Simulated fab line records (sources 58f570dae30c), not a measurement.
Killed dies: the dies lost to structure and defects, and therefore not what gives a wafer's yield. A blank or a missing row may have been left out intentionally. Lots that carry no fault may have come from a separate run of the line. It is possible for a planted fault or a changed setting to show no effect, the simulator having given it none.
Check of tool commonality ; flow berkeley cmos170 ; Sample size 15 lots and 45 wafers

## THE REASON FOR OPENING IT
Of 15 lots, 3 have the reading GATE_OXIDE_THK flagged at UCB170_GATE_THK_MEAS_02. Fault-free wafers read 6.53 nm, with a standard deviation of 0.13.
Rule: flag the lot when none of its wafers has a number, or when each of its wafers that has one lies beyond 4 standard deviations from that mean. The rest of the lots are taken to be sound.

lot;measured;on;GATE_OXIDE_THK (nm), wafer by wafer;flag
L317;day 6 18:20;film metro-01;6.80 6.59 6.78;
L318;day 6 18:20;film metro-04;6.58 6.46 6.65;
L319;day 6 18:23;film metro-02;6.50 6.52 6.58;
L320;day 7 12:05;film metro-02;6.43 6.44 6.54;
L321;day 7 23:09;film metro-02;6.25 6.39 6.43;
L324;day 7 23:09;film metro-04;6.70 6.60 6.75;
L322;day 7 23:13;film metro-04;6.43 6.40 6.36;
L323;day 7 23:13;film metro-02;6.49 6.33 6.53;
L326;day 8 14:29;film metro-01;6.41 6.58 6.57;
L325;day 8 14:31;film metro-02;6.56 6.64 6.64;
L328;day 9 00:16;film metro-04;5.81 5.86 5.67;FLAGGED
L329;day 9 00:16;film metro-02;5.57 5.52 5.56;FLAGGED
L327;day 9 00:17;film metro-01;5.65 5.66 5.72;FLAGGED
L337;day 10 17:29;film metro-02;6.55 6.44 6.43;
L338;day 10 17:31;film metro-01;6.41 6.41 6.35;
Average over the flagged lots: 5.67 nm; offset from the usual -0.86 nm, equal to -7 standard deviations.

## WHICH TOOL RAN EACH LOT
The record holds 1 process step before the reading, out of a route of 331 steps. Every cell lists first the tool, next ch and the chambers used by the sampled wafers, and last the start.
lot;flag;UCB170_GATE_OXIDATION_01
L317;;furnace-01 ch 0, day 6 16:50
L318;;furnace-01 ch 0, day 6 16:50
L319;;furnace-01 ch 0, day 6 16:50
L320;;furnace-04 ch 0, day 7 10:35
L321;;furnace-01 ch 0, day 7 21:39
L324;;furnace-01 ch 0, day 7 21:39
L322;;furnace-01 ch 0, day 7 21:39
L323;;furnace-01 ch 0, day 7 21:39
L326;;furnace-02 ch 0, day 8 12:59
L325;;furnace-02 ch 0, day 8 12:59
L328;FLAGGED;furnace-02 ch 0, day 8 22:45
L329;FLAGGED;furnace-02 ch 0, day 8 22:45
L327;FLAGGED;furnace-02 ch 0, day 8 22:45
L337;;furnace-04 ch 0, day 10 15:59
L338;;furnace-04 ch 0, day 10 15:59
What is done by these steps:
- UCB170_GATE_OXIDATION_01: target thk 6.6 nm, ox time 1800 s.
- UCB170_GATE_THK_MEAS_02

## FLAGGED AGAINST TOTAL, ONE TOOL AT A TIME (gauges that did the reading follow at the end)
step;tool;lots run;flagged;share of the flagged lots;sound lots run after its first flagged lot
UCB170_GATE_OXIDATION_01;furnace-01;7;0;none;-
UCB170_GATE_OXIDATION_01;furnace-02;5;3;all;0
UCB170_GATE_OXIDATION_01;furnace-04;3;0;none;-
UCB170_GATE_THK_MEAS_02;film metro-01;4;1;some;1 (L338)
UCB170_GATE_THK_MEAS_02;film metro-02;7;1;some;1 (L337)
UCB170_GATE_THK_MEAS_02;film metro-04;4;1;some;0

## WHAT THE TABLE ALLOWS
All flagged lots share 1 row of the table, namely furnace-02 at UCB170_GATE_OXIDATION_01.
- furnace-02 at UCB170_GATE_OXIDATION_01: 3 of its 5 lots flagged. Last sound lot L325 at day 8 12:59, first flagged lot L327 at day 8 22:45; a fault beginning in between fits.
Left over: one tool, furnace-02 at UCB170_GATE_OXIDATION_01.

## WHAT THE SIMULATOR PUT IN
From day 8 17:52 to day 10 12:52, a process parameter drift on furnace-02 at UCB170_GATE_OXIDATION_01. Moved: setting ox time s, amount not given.
Shown lots that were struck: L328, L329, L327. The same result came from the rule above.
